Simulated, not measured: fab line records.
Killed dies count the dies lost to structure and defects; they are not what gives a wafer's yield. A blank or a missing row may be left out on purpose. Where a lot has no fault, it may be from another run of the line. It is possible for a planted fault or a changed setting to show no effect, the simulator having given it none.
fab line records	flow rit-cmos
record lots=14	wafers=42	last-day=7
route steps=202 shown PSD@151 SILICIDE@162 CONTACT@177 M1@202
lots that met no fault: from a run of the same line without faults
start-h: hours from the record's opening day to when the first of the lot's shown wafers began	wait-h: hours elapsed since this lot's preceding step	" as in the row above	L1.1+2: a row that stands for several wafers	- no value, or no start was given	* or withheld: withheld	< > ~ a bound
route shown NAME@n: a module of which the file shows steps, and the number in the route of the first	usual: mean/standard deviation taken from wafers without a fault	same: alike in all rows	chamber/n: place in a boat	sites: the reading at each site	_std_site: how widely they spread, as a standard deviation	_edge_site: the outer-site mean with the inner-site mean subtracted	radius-mm: how far each site lies from the wafer's centre	mask NAME#n: copy n	behind: the most recent tool/chamber to have shaped the wafer	hold: the reason the lot was held/the length of the hold in hours/how it ended	device: whichever transistor did not switch (one of n, p or np)	end of line: the route-end tests of the same wafers	where a step has no rows: the recipe by itself	killed: dies that structure and defects cost at the first sort, which is not the same as the wafer's yield	map: a wafer's dies, marking killed ones x, the rest . and places with no die _
set.NAME: the setting the step ran with; set.NAME@STEP: the setting that earlier step ran with	model.NAME: the simulator's own value behind a step, which no gauge read
the route's steps for a sample of lots (tables are steps, rows are wafers)
services: the hour from which a tool's chamber was out of use, counted from the record's first day as start-h (under 0 if before that day), plus the number of hours and why
## steps
# step RIT_PSD_STRIP_09
# recipe chemistry=O2	time-s=180	resist=NOVOLAK	platen-temp-c=withheld	power-w=500	pressure-mtorr=4000	o2-flow-sccm=4000
# usual chamber-pressure-mTorr=4000/3.6	drypump-motor-current-A=5.5/0.56
lot.wafer	tool	chamber	start-h	wait-h	chamber-pressure-mTorr	drypump-motor-current-A	rf-hours-counter-h
L824.2	plasma-asher-02	1	50.11	0.1	3999	5.7	41
L824.4	"	0	"	"	4001	6.5	-
L824.6	"	0	"	"	4001	6.5	-
L825.1	plasma-asher-01	1	54.56	0.1	4004	6.1	41
L825.3	"	0	"	"	4000	5.1	-
L825.5	"	1	"	"	3993	6.0	-
L826.1	plasma-asher-02	1	58.11	0.1	4004	5.7	42
L826.3	"	1	"	"	4001	5.7	-
L826.6	"	0	"	"	4001	6.5	-
L827.1	plasma-asher-04	0	64.38	0.1	3998	4.8	42
L827.4	"	0	"	"	4004	4.8	-
L827.5	"	0	"	"	4003	4.8	-
L828.2	plasma-asher-04	1	69.81	0.1	4000	5.2	42
L828.3	"	1	"	"	3995	5.2	-
L828.5	"	0	"	"	4001	4.8	-
L829.2	plasma-asher-01	0	75.26	0.1	4006	5.1	43
L829.3	"	0	"	"	4006	5.1	-
L829.5	"	0	"	"	4000	5.1	-
L837.3	plasma-asher-02	1	117.07	0.1	3999	5.7	-
L837.4	"	0	"	"	4000	6.4	-
L837.5	"	1	"	"	4002	5.7	-
L839.2	plasma-asher-02	1	124.51	0.1	4002	5.7	50
L839.3	"	1	"	"	4000	5.7	-
L839.4	"	0	"	"	4001	6.5	-
L838.1	plasma-asher-04	1	124.98	0.1	3999	5.2	1
L838.3	"	0	"	"	3994	4.8	-
L838.5	"	0	"	"	4000	4.8	-
L840.1	plasma-asher-01	0	131.83	0.1	4000	5.1	50
L840.3	"	0	"	"	3995	5.1	-
L840.5	"	0	"	"	3994	5.1	-
L842.3	plasma-asher-02	0	140.24	0.1	4001	6.5	-
L842.4	"	1	"	"	3999	5.7	-
L842.5	"	1	"	"	3998	5.7	-
L843.1	plasma-asher-02	0	144.83	0.1	3998	6.5	52
L843.5	"	0	"	"	3995	6.5	-
L843.6	"	1	"	"	4002	5.8	-
L845.2	plasma-asher-04	1	155.40	0.1	4000	5.2	4
L845.4	"	1	"	"	4003	5.2	-
L845.5	"	0	"	"	4008	4.8	-
L847.1	plasma-asher-04	1	164.38	0.1	4001	5.2	5
L847.2	"	0	"	"	4002	4.8	5
L847.3	"	0	"	"	3999	4.8	-
# step RIT_SILICIDE_SPUTTER_01
# recipe material=Ti	target-thk-nm=30	power-w=350	chamber-pressure-pa=0.667	gas=Ar	time-s=240	substrate-temp-c=25
# usual throttle-valve-pct=30.2/0.93
lot.wafer	tool	chamber	start-h	wait-h	throttle-valve-pct
L824.2	pvd-sputter-03	-	51.27	0.0	30.4
L824.4	"	-	"	"	28.8
L824.6	"	-	"	"	28.9
L825.1	pvd-sputter-01	-	55.71	0.0	29.6
L825.3	"	-	"	"	29.7
L825.5	"	-	"	"	30.1
L826.1	pvd-sputter-03	-	59.27	0.0	31.3
L826.3	"	-	"	"	30.2
L826.6	"	-	"	"	30.7
L827.1	pvd-sputter-01	-	65.71	0.0	28.7
L827.4	"	-	"	"	29.9
L827.5	"	-	"	"	31.7
L828.2	pvd-sputter-03	-	70.96	0.0	31.0
L828.3	"	-	"	"	28.7
L828.5	"	-	"	"	31.2
L829.2	pvd-sputter-01	-	76.41	0.0	31.8
L829.3	"	-	"	"	29.9
L829.5	"	-	"	"	31.7
L837.3	pvd-sputter-03	-	118.17	0.0	31.3
L837.4	"	-	"	"	28.8
L837.5	"	-	"	"	30.0
L839.2	pvd-sputter-01	-	125.67	0.0	31.7
L839.3	"	-	"	"	29.9
L839.4	"	-	"	"	29.5
L838.1	pvd-sputter-03	-	126.14	0.0	30.7
L838.3	"	-	"	"	31.3
L838.5	"	-	"	"	30.2
L840.1	pvd-sputter-01	-	132.99	0.0	31.6
L840.3	"	-	"	"	29.9
L840.5	"	-	"	"	29.7
L842.3	pvd-sputter-01	-	141.34	0.0	29.0
L842.4	"	-	"	"	31.6
L842.5	"	-	"	"	29.9
L843.1	pvd-sputter-01	-	146.00	0.0	31.6
L843.5	"	-	"	"	31.5
L843.6	"	-	"	"	29.3
L845.2	pvd-sputter-01	-	156.60	0.0	29.8
L845.4	"	-	"	"	29.1
L845.5	"	-	"	"	29.7
L847.1	pvd-sputter-01	-	165.55	0.0	29.9
L847.2	"	-	"	"	29.0
L847.3	"	-	"	"	31.7
# step RIT_SILICIDE_RS_MEAS_02
# recipe thk-meas-gauge=four-point-probe	reads=Ti_of_SILICIDE_SPUTTER_01
# usual SILICIDE_TI_RS=47.8/0.6
lot.wafer	tool	chamber	start-h	wait-h	hold	SILICIDE_TI_RS[ohm/sq]
L824.2	film-metro-03	-	51.44	0.1	-	47.7
L824.4	"	-	"	"	-	48.4
L824.6	"	-	"	"	-	47.9
L825.1	film-metro-01	-	55.86	0.1	-	47.8
L825.3	"	-	"	"	-	47.3
L825.5	"	-	"	"	-	46.9
L826.1	film-metro-02	-	59.42	0.1	-	47.6
L826.3	"	-	"	"	-	47.4
L826.6	"	-	"	"	-	47.8
L827.1	film-metro-01	-	65.86	0.1	-	47.9
L827.4	"	-	"	"	-	48.8
L827.5	"	-	"	"	-	48.9
L828.2	film-metro-03	-	71.13	0.1	-	47.6
L828.3	"	-	"	"	-	48.0
L828.5	"	-	"	"	-	48.4
L829.2	film-metro-03	-	76.58	0.1	-	47.9
L829.3	"	-	"	"	-	47.9
L829.5	"	-	"	"	-	47.7
L837.3	film-metro-01	-	118.36	0.1	await-dispo/0.2h/release	44.9
L837.4	"	-	"	"	await-dispo/0.2h/release	47.6
L837.5	"	-	"	"	await-dispo/0.2h/release	46.9
L837.3	film-metro-01	-	118.82	0.4	-	45.5
L837.4	"	-	"	"	-	48.1
L837.5	"	-	"	"	-	47.3
L839.2	film-metro-02	-	125.84	0.1	-	47.9
L839.3	"	-	"	"	-	47.4
L839.4	"	-	"	"	-	47.7
L838.1	film-metro-02	-	126.29	0.1	await-dispo/0.2h/release	47.7
L838.3	"	-	"	"	await-dispo/0.2h/release	45.0
L838.5	"	-	"	"	await-dispo/0.2h/release	47.3
L838.1	film-metro-02	-	126.57	0.3	-	48.0
L838.3	"	-	"	"	-	45.4
L838.5	"	-	"	"	-	47.7
L840.1	film-metro-03	-	133.14	0.1	-	47.5
L840.3	"	-	"	"	-	47.7
L840.5	"	-	"	"	-	48.0
L842.3	film-metro-02	-	141.53	0.1	-	46.6
L842.4	"	-	"	"	-	48.0
L842.5	"	-	"	"	-	47.7
L843.1	film-metro-03	-	146.15	0.1	-	48.3
L843.5	"	-	"	"	-	48.1
L843.6	"	-	"	"	-	47.3
L845.2	film-metro-02	-	156.77	0.1	-	48.6
L845.4	"	-	"	"	-	47.8
L845.5	"	-	"	"	-	48.4
L847.1	film-metro-01	-	165.70	0.1	-	47.5
L847.2	"	-	"	"	-	47.6
L847.3	"	-	"	"	-	48.2
# step RIT_SILICIDE_THK_MEAS_03
# recipe thk-meas-gauge=xrf	reads=Ti_of_SILICIDE_SPUTTER_01
# usual SILICIDE_TI_THK=29.9/0.31
lot.wafer	tool	chamber	start-h	wait-h	hold	SILICIDE_TI_THK[nm]
L824.2	film-metro-03	-	51.55	0.1	-	30.0
L824.4	"	-	"	"	-	29.4
L824.6	"	-	"	"	-	29.7
L825.1	film-metro-01	-	55.98	0.1	-	29.9
L825.3	"	-	"	"	-	30.3
L825.5	"	-	"	"	-	30.5
L826.1	film-metro-02	-	59.54	0.1	-	30.1
L826.3	"	-	"	"	-	30.0
L826.6	"	-	"	"	-	29.6
L827.1	film-metro-01	-	65.98	0.1	-	30.1
L827.4	"	-	"	"	-	29.5
L827.5	"	-	"	"	-	29.5
L828.2	film-metro-03	-	71.24	0.1	-	29.8
L828.3	"	-	"	"	-	29.7
L828.5	"	-	"	"	-	29.4
L829.2	film-metro-03	-	76.69	0.1	-	29.6
L829.3	"	-	"	"	-	29.7
L829.5	"	-	"	"	-	29.8
L837.3	film-metro-01	-	118.92	0.1	await-dispo/0.2h/release	31.6
L837.4	"	-	"	"	await-dispo/0.2h/release	30.1
L837.5	"	-	"	"	await-dispo/0.2h/release	30.3
L837.3	film-metro-01	-	119.15	0.2	-	31.7
L837.4	"	-	"	"	-	30.3
L837.5	"	-	"	"	-	30.4
L839.2	film-metro-02	-	125.95	0.1	-	29.8
L839.3	"	-	"	"	-	30.0
L839.4	"	-	"	"	-	29.9
L838.1	film-metro-02	-	126.69	0.1	await-dispo/0.2h/release	29.7
L838.3	"	-	"	"	await-dispo/0.2h/release	31.3
L838.5	"	-	"	"	await-dispo/0.2h/release	30.2
L838.1	film-metro-02	-	126.92	0.2	-	29.9
L838.3	"	-	"	"	-	31.1
L838.5	"	-	"	"	-	30.0
L840.1	film-metro-03	-	133.26	0.1	-	29.7
L840.3	"	-	"	"	-	29.7
L840.5	"	-	"	"	-	29.7
L842.3	film-metro-02	-	141.63	0.1	-	30.5
L842.4	"	-	"	"	-	29.7
L842.5	"	-	"	"	-	29.7
L843.1	film-metro-03	-	146.27	0.1	-	29.4
L843.5	"	-	"	"	-	29.6
L843.6	"	-	"	"	-	29.9
L845.2	film-metro-02	-	156.88	0.1	-	29.4
L845.4	"	-	"	"	-	29.8
L845.5	"	-	"	"	-	29.6
L847.1	film-metro-01	-	165.82	0.1	-	30.1
L847.2	"	-	"	"	-	30.2
L847.3	"	-	"	"	-	29.9
# step RIT_CONTACT_OVL_MEAS_09
# usual CONTACT_OVL=0.1/1.2
lot.wafer	tool	chamber	start-h	wait-h	CONTACT_OVL[nm]
L824.2	overlay-02	-	53.10	0.1	1.9
L824.4	"	-	"	"	-0.3
L824.6	"	-	"	"	2.0
L825.1	overlay-01	-	57.48	0.1	0.3
L825.3	"	-	"	"	1.9
L825.5	"	-	"	"	-0.6
L826.1	overlay-01	-	60.99	0.1	-0.4
L826.3	"	-	"	"	-0.5
L826.6	"	-	"	"	-0.6
L827.1	overlay-01	-	67.49	0.1	0.3
L827.4	"	-	"	"	-0.7
L827.5	"	-	"	"	2.7
L828.2	overlay-01	-	72.79	0.1	-0.6
L828.3	"	-	"	"	1.8
L828.5	"	-	"	"	0.8
L829.2	overlay-01	-	78.12	0.1	-1.3
L829.3	"	-	"	"	0.6
L829.5	"	-	"	"	0.4
L839.2	overlay-01	-	127.50	0.1	0.2
L839.3	"	-	"	"	-0.1
L839.4	"	-	"	"	-0.5
L837.3	overlay-02	-	127.67	0.1	-1.0
L837.4	"	-	"	"	0.2
L837.5	"	-	"	"	-1.0
L838.1	overlay-02	-	131.65	0.1	0.8
L838.3	"	-	"	"	0.9
L838.5	"	-	"	"	-0.1
L840.1	overlay-01	-	134.81	0.1	3.2
L840.3	"	-	"	"	-0.1
L840.5	"	-	"	"	-0.3
L842.3	overlay-02	-	143.21	0.1	0.9
L842.4	"	-	"	"	1.3
L842.5	"	-	"	"	1.2
L843.1	overlay-01	-	147.83	0.1	-0.6
L843.5	"	-	"	"	-0.1
L843.6	"	-	"	"	0.0
L845.2	overlay-02	-	158.44	0.1	-1.4
L845.4	"	-	"	"	-1.1
L845.5	"	-	"	"	-0.4
L847.1	overlay-02	-	167.66	0.1	-1.4
L847.2	"	-	"	"	-0.9
L847.3	"	-	"	"	-1.1
# step RIT_CONTACT_STRIP_12
# recipe chemistry=O2	time-s=180	resist=NOVOLAK	platen-temp-c=withheld	power-w=500	pressure-mtorr=4000	o2-flow-sccm=4000
# usual chamber-pressure-mTorr=4000/3.9	drypump-motor-current-A=5.5/0.51
lot.wafer	tool	chamber	start-h	wait-h	chamber-pressure-mTorr	drypump-motor-current-A	rf-hours-counter-h
L824.2	plasma-asher-04	0	53.47	0.1	4005	4.8	41
L824.4	"	1	"	"	4002	5.2	-
L824.6	"	0	"	"	4003	4.8	-
L825.1	plasma-asher-04	0	57.95	0.1	3999	4.8	41
L825.3	"	0	"	"	3999	4.8	-
L825.5	"	1	"	"	3997	5.2	-
L826.1	plasma-asher-03	0	61.37	0.1	3998	6.0	27
L826.3	"	0	"	"	4000	6.0	-
L826.6	"	1	"	"	4002	5.7	-
L827.1	plasma-asher-03	0	67.87	0.1	4001	6.0	28
L827.4	"	1	"	"	3999	5.7	-
L827.5	"	1	"	"	3997	5.7	-
L828.2	plasma-asher-04	0	73.17	0.1	3997	4.8	43
L828.3	"	0	"	"	3996	4.8	-
L828.5	"	1	"	"	4003	5.2	-
L829.2	plasma-asher-04	1	78.50	0.1	4002	5.2	44
L829.3	"	1	"	"	4004	5.2	-
L829.5	"	0	"	"	4003	4.8	-
L839.2	plasma-asher-03	0	127.87	0.1	3999	6.0	32
L839.3	"	0	"	"	4002	6.0	-
L839.4	"	1	"	"	4000	5.7	-
L837.3	plasma-asher-02	1	128.10	0.2	4008	5.7	-
L837.4	"	0	"	"	3999	6.5	-
L837.5	"	0	"	"	4003	6.5	-
L838.1	plasma-asher-04	1	132.03	0.1	4005	5.2	1
L838.3	"	1	"	"	4001	5.2	-
L838.5	"	0	"	"	3999	4.8	-
L840.1	plasma-asher-02	1	135.19	0.1	3997	5.8	51
L840.3	"	1	"	"	3997	5.7	-
L840.5	"	0	"	"	3995	6.5	-
L842.3	plasma-asher-04	1	143.65	0.2	4007	5.2	-
L842.4	"	0	"	"	3997	4.8	-
L842.5	"	0	"	"	4007	4.8	-
L843.1	plasma-asher-04	0	148.21	0.1	4002	4.8	3
L843.5	"	0	"	"	3999	4.8	-
L843.6	"	1	"	"	4007	5.2	-
L845.2	plasma-asher-03	1	158.81	0.1	3996	5.7	34
L845.4	"	0	"	"	4004	6.0	-
L845.5	"	1	"	"	3997	5.7	-
L847.1	plasma-asher-03	1	168.04	0.1	4003	5.7	35
L847.2	"	0	"	"	4003	6.0	35
L847.3	"	0	"	"	4001	6.0	-
# step RIT_M1_PROBE_99
# usual killed-at-contacts=0.1/0.24	killed-at-front-end=6.8/2.8	killed-dies=6.9/2.8	killed-open=3.3/1.9	killed-short=3.5/1.8
# same gross-dies=264	killed_at_M0_to_M3=0	killed_at_M4_up=0	killed-at-back-side=0	killed-at-other=0
lot.wafer	tool	chamber	start-h	wait-h	killed-at-contacts	killed-at-front-end	killed-dies	killed-open	killed-short
L837.3	prober-02	-	132.82	0.2	0	7	7	5	2
L837.4	prober-02	-	132.87	0.2	0	11	11	5	6
L837.5	prober-02	-	132.92	0.2	0	11	11	7	4
L839.2	prober-01	-	133.49	0.1	0	7	7	4	3
L839.3	prober-01	-	133.54	0.2	0	12	12	5	7
L839.4	prober-01	-	133.59	0.2	0	4	4	2	2
L838.1	prober-01	-	137.29	0.1	0	5	5	3	2
L838.3	prober-01	-	137.39	0.2	0	5	5	0	5
L838.5	prober-01	-	137.49	0.2	0	7	7	3	4
L840.1	prober-02	-	140.05	0.1	0	9	9	4	5
L840.3	prober-02	-	140.15	0.2	0	6	6	3	3
L840.5	prober-02	-	140.25	0.2	0	7	7	4	3
L842.3	prober-02	-	148.49	0.2	1	6	7	5	2
L842.4	prober-02	-	148.54	0.2	0	7	7	3	4
L842.5	prober-02	-	148.59	0.2	0	4	4	2	1
L843.1	prober-01	-	153.45	0.1	0	2	2	0	2
L843.5	prober-01	-	153.65	0.2	0	5	5	4	1
L843.6	prober-01	-	153.70	0.2	0	2	2	0	2
# killed by level:class
L837.3 REOX:geometric-particle:open=2 FOX1:geometric-particle:open=1 GATE:geometric-particle:open=1 GATE:geometric-particle:short=1 SPACER:geometric-particle:short=1 SILICIDE:geometric-particle:open=1
L837.4 SILICIDE:geometric-particle:short=4 FOX1:geometric-particle:open=2 GATE:geometric-particle:open=2 FOX1:geometric-particle:short=1 SPACER:geometric-particle:short=1 SILICIDE:geometric-particle:open=1
L837.5 FOX1:geometric-particle:open=6 SPACER:geometric-particle:short=2 GATE:geometric-particle:short=1 GATE:geometric-particle:open=1 REOX:geometric-particle:short=1
L839.2 GATE:geometric-particle:open=2 FOX2:geometric-particle:open=1 GATE:geometric-particle:short=1 REOX:geometric-particle:short=1 SPACER:geometric-particle:open=1 SILICIDE:geometric-particle:short=1
L839.3 GATE:geometric-particle:open=3 SPACER:geometric-particle:short=3 SILICIDE:geometric-particle:short=2 FOX1:geometric-particle:open=1 FOX2:geometric-particle:short=1 FOX2:geometric-particle:open=1 REOX:geometric-particle:short=1
L839.4 REOX:geometric-particle:short=1 SPACER:geometric-particle:open=1 SPACER:geometric-particle:short=1 SILICIDE:geometric-particle:open=1
L838.1 FOX1:geometric-particle:short=1 FOX1:geometric-particle:open=1 GATE:geometric-particle:short=1 GATE:geometric-particle:open=1 REOX:geometric-particle:open=1
L838.3 FOX2:geometric-particle:short=3 GATE:geometric-particle:short=1 SPACER:geometric-particle:short=1
L838.5 FOX1:geometric-particle:short=2 FOX2:geometric-particle:open=1 GATE:geometric-particle:short=1 GATE:geometric-particle:open=1 REOX:geometric-particle:short=1 SILICIDE:geometric-particle:open=1
L840.1 GATE:geometric-particle:short=4 GATE:geometric-particle:open=3 FOX1:geometric-particle:open=1 REOX:geometric-particle:short=1
L840.3 GATE:geometric-particle:short=2 REOX:geometric-particle:open=2 SPACER:geometric-particle:short=1 SPACER:geometric-particle:open=1
L840.5 GATE:geometric-particle:open=3 FOX1:geometric-particle:short=1 FOX1:geometric-particle:open=1 GATE:geometric-particle:short=1 SILICIDE:geometric-particle:short=1
L842.3 GATE:geometric-particle:short=2 GATE:geometric-particle:open=2 REOX:geometric-particle:open=1 SILICIDE:geometric-particle:open=1 CONTACT:geometric-particle:open=1
L842.4 GATE:geometric-particle:short=3 FOX2:geometric-particle:open=1 GATE:geometric-particle:open=1 REOX:geometric-particle:short=1 SPACER:geometric-particle:open=1
L842.5 GATE:geometric-particle:short=1 GATE:geometric-particle:open=1 REOX:geometric-particle:open=1 PSD:coat-microbubble-printed=1
L843.1 FOX1:geometric-particle:short=1 REOX:geometric-particle:short=1
L843.5 FOX1:geometric-particle:open=1 FOX1:geometric-particle:short=1 GATE:geometric-particle:open=1 REOX:geometric-particle:open=1 SILICIDE:geometric-particle:open=1
L843.6 GATE:geometric-particle:short=1 REOX:geometric-particle:short=1
## services
tool	chamber	start-h	hours	kind
plasma-asher-03	-	74.96	24.9	pm
pvd-sputter-01	-	79.46	6.0	repair
plasma-asher-01	-	85.33	2.8	pm
pvd-sputter-01	-	103.43	3.4	repair
pvd-sputter-03	-	105.45	2.0	repair
plasma-asher-04	-	108.75	9.0	pm
plasma-asher-04	0	108.75	9.0	vent-cycle
plasma-asher-04	1	108.75	9.0	vent-cycle
plasma-asher-04	0	117.75	-	clean
plasma-asher-04	1	117.75	-	clean
plasma-asher-03	-	142.42	14.6	pm
pvd-sputter-03	-	149.97	1.1	repair
## key
first-sign step=RIT_SILICIDE_RS_MEAS_02	reading=visit	direction=added
effect step=RIT_SILICIDE_RS_MEAS_02	reading=SILICIDE_TI_RS	direction=down	sigmas=4.6	usual=47.8	struck=45.0
effect step=RIT_SILICIDE_THK_MEAS_03	reading=visit	direction=added
effect step=RIT_SILICIDE_THK_MEAS_03	reading=SILICIDE_TI_THK	direction=up	sigmas=5	usual=29.9	struck=31.4
met-at RIT_SILICIDE_SPUTTER_01
struck-lots L837,L838
struck-wafers L837.3,L838.3
tester-left-out L837,L838
not-acting-at RIT_PSD_STRIP_09,RIT_CONTACT_OVL_MEAS_09,RIT_CONTACT_STRIP_12
onset-between 70.96 118.17
fault kind=process-parameter-drift	tool=pvd-sputter-03	chamber=-	onset-h=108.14	steps=RIT_SILICIDE_SPUTTER_01	channel=target-thk-nm	offset=1.5	shape=step	end-h=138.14	acts-in=these-recipes-only	stated=30	scope=struck-wafers-only
# tester-left-out: of these lots the tester's yield and bins aren't shown, on N5 and GAA mostly nor the transistor test; their killed dies are dies lost to structure and defects alone, not to doping, threshold or leakage, so they don't give the yield
